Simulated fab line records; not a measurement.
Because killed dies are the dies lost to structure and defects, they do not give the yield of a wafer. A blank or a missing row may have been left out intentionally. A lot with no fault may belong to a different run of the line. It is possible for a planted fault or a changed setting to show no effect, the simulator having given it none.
A lot that was struck, set against a sound lot :: flow berkeley_cmos170 :: 14 steps out of a route of 331
Sound: these wafers, L745.2, L745.5, L745.6. The struck wafers were L750.4, L750.5, L750.6. The cause is named last.
Each step with rows lists, per side, the tool, then ch with its chambers, then its first start. Under that, the readings that differ: sound wafers :: struck wafers :: difference of the means :: sigmas: that difference in standard deviations of wafers without a fault.
alike: a reading whose means differ by less than 2 such deviations, as well as words and numbers matching on both sides. not compared: withheld readings; readings where some wafer has no value; bounds like >300 that might hide an equal value; numbers whose values overlap and for which the record gives no deviation.
A row with sigmas, a row that says differs or no value, or rows on one side alone: a step with any of these is where the two part. Non-overlapping numbers with no deviation appear without sigmas and do not part them. A reading that every wafer of one side lacks parts them only if that side has two wafers or more.

first, 1 step without rows for these wafers: UCB170_M2_PRE_CLEAN_00 (preclean etch time 60 s).
UCB170_M2_SPUTTER_01: material Al, target thk 900 nm, time 120 s.
  struck on pvd_sputter-04, day 13 00:20; sound on pvd_sputter-03, day 10 19:41
  alike: throttle_valve_pct
UCB170_M2_RS_MEAS_02: a four-point-probe measurement.
  struck on film_metro-04, day 13 00:28; sound on film_metro-02, day 10 19:47
  alike: M2_AL_RS
UCB170_M2_THK_MEAS_03: measures by xrf.
  struck on film_metro-04, day 13 00:34; sound on film_metro-02, day 10 19:53
  alike: M2_AL_THK
then, 3 steps without rows for these wafers: UCB170_M2_HMDS_04 (prime time 60 s); UCB170_M2_COAT_05 (resist thk 900 nm); UCB170_M2_SOFTBAKE_06 (time 60 s).
UCB170_M2_STRIP_07: strips in O2.
  sound on plasma_asher-01 ch 0,1, day 10 21:20; struck on plasma_asher-04 ch 0,1, day 13 01:24
  alike: drypump_motor_current_A, oes_product_au, strip_time_to_endpoint_s
  not compared: rf_hours_counter_h
then, 4 steps without rows for these wafers: UCB170_M2_STRIP_08 (strips KrF in DMSO, time 600 s); UCB170_M2_COAT_09; UCB170_M2_COAT_10 (resist thk 900 nm); UCB170_M2_SOFTBAKE_11 (time 60 s).
UCB170_M2_EXPOSE_12: exposes mask METAL2, target cd 700 nm.
  sound on krf_scanner-02 ch 0, day 10 22:48; struck on krf_scanner-02 ch 0, day 13 02:20
reading: exposure_dose_mJ_cm2
sound: 26.00 26.00 26.00
struck: 26.45 26.45 26.47
difference: +0.46
sigmas: +14
  alike: mask, reticle_temp_C, stage_vel_mm_s
following that, these wafers have no rows for 1 step: UCB170_M2_PEB_13.

## WHERE THEY PART
UCB170_M2_EXPOSE_12 only, going by this record.

WHY: whatever the simulator had introduced
Process parameter drift: krf_scanner-02, from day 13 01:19 on, at UCB170_M2_EXPOSE_12. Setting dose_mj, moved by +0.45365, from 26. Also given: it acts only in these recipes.
